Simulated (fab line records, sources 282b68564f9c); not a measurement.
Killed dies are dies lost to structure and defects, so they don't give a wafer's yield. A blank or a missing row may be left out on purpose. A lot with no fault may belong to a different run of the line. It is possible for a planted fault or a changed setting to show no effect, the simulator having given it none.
Which of the tools did it? | flow rit_cmos | 39 wafers from 13 lots sampled at 2 of the route's 202 steps

## WHAT THE GAUGES READ, wafer by wafer
RIT_CONTACT_CD_MEAS_08 targets a cd of 1000 nm. Usual: cd_nm 999.5 nm, standard deviation 2.4.
lot  | measured    | on        | cd_nm (nm)           | flag
L493 | day 3 08:37 | cd_sem-02 | 998.0 1001.1 1000.2  |
L494 | day 3 11:01 | cd_sem-02 | 1000.9 999.4 1002.1  |
L496 | day 3 20:18 | cd_sem-01 | 1000.6 994.9 998.2   |
L497 | day 4 02:10 | cd_sem-02 | 1000.5 1001.1 999.1  |
L498 | day 4 08:56 | cd_sem-02 | 1000.8 1003.7 1004.2 |
L499 | day 4 12:52 | cd_sem-02 | 995.6 996.7 998.5    |
L500 | day 4 19:59 | cd_sem-01 | 998.8 996.8 997.8    |
L501 | day 5 00:01 | cd_sem-02 | 1002.9 1001.4 999.0  |
L504 | day 5 18:39 | cd_sem-02 | 999.2 998.3 996.6    |
L505 | day 5 21:09 | cd_sem-02 | 998.2 998.7 996.3    |
L506 | day 6 02:19 | cd_sem-02 | 999.5 1001.2 1000.4  |
L507 | day 6 09:10 | cd_sem-01 | 1003.6 1004.3 1004.2 |
L510 | day 6 22:44 | cd_sem-02 | 1004.7 1005.8 1006.1 |

## TOOL THAT RAN EACH LOT (tool first, then ch and the chambers of the sampled wafers, then the start)
lot  | RIT_CONTACT_DEVELOP_07
L493 | litho_track-01 ch 0, day 3 08:00
L494 | litho_track-02 ch 0, day 3 10:00
L496 | litho_track-04 ch 0, day 3 20:00
L497 | litho_track-02 ch 0, day 4 01:00
L498 | litho_track-02 ch 0, day 4 08:00
L499 | litho_track-01 ch 0, day 4 12:00
L500 | litho_track-02 ch 0, day 4 19:00
L501 | litho_track-02 ch 0, day 4 23:00
L504 | litho_track-01 ch 0, day 5 18:00
L505 | litho_track-01 ch 0, day 5 20:00
L506 | litho_track-01 ch 0, day 6 02:00
L507 | litho_track-02 ch 0, day 6 08:00
L510 | litho_track-01 ch 0, day 6 22:00
- RIT_CONTACT_DEVELOP_07: develop time 120 s.

## AS READ BY THE TOOLS THEMSELVES (means over the sampled wafers that have a number; for cases with no such wafer, the mark the record gives instead)
The record holds no such reading with a usual standard deviation.

## THE ANSWER, worked out from the rows above alone
Rule: a lot counts as off when the mean over its wafers that have a number is more than 3 standard deviations away from the usual mean. Also off: a lot with no number at a reading for which 4 or more lots have one. All remaining lots with rows at the step are treated as sound. Order of review: gauges by route order, followed by the tools' own readings, for which a lot's mean as printed above is used. At the first step where some lot is off, the reading lying furthest off is the one used; lots without a number count as furthest.
No lot is off on any of the readings shown, so nothing can be concluded from this.

## WHAT THE SIMULATOR HAD PUT IN
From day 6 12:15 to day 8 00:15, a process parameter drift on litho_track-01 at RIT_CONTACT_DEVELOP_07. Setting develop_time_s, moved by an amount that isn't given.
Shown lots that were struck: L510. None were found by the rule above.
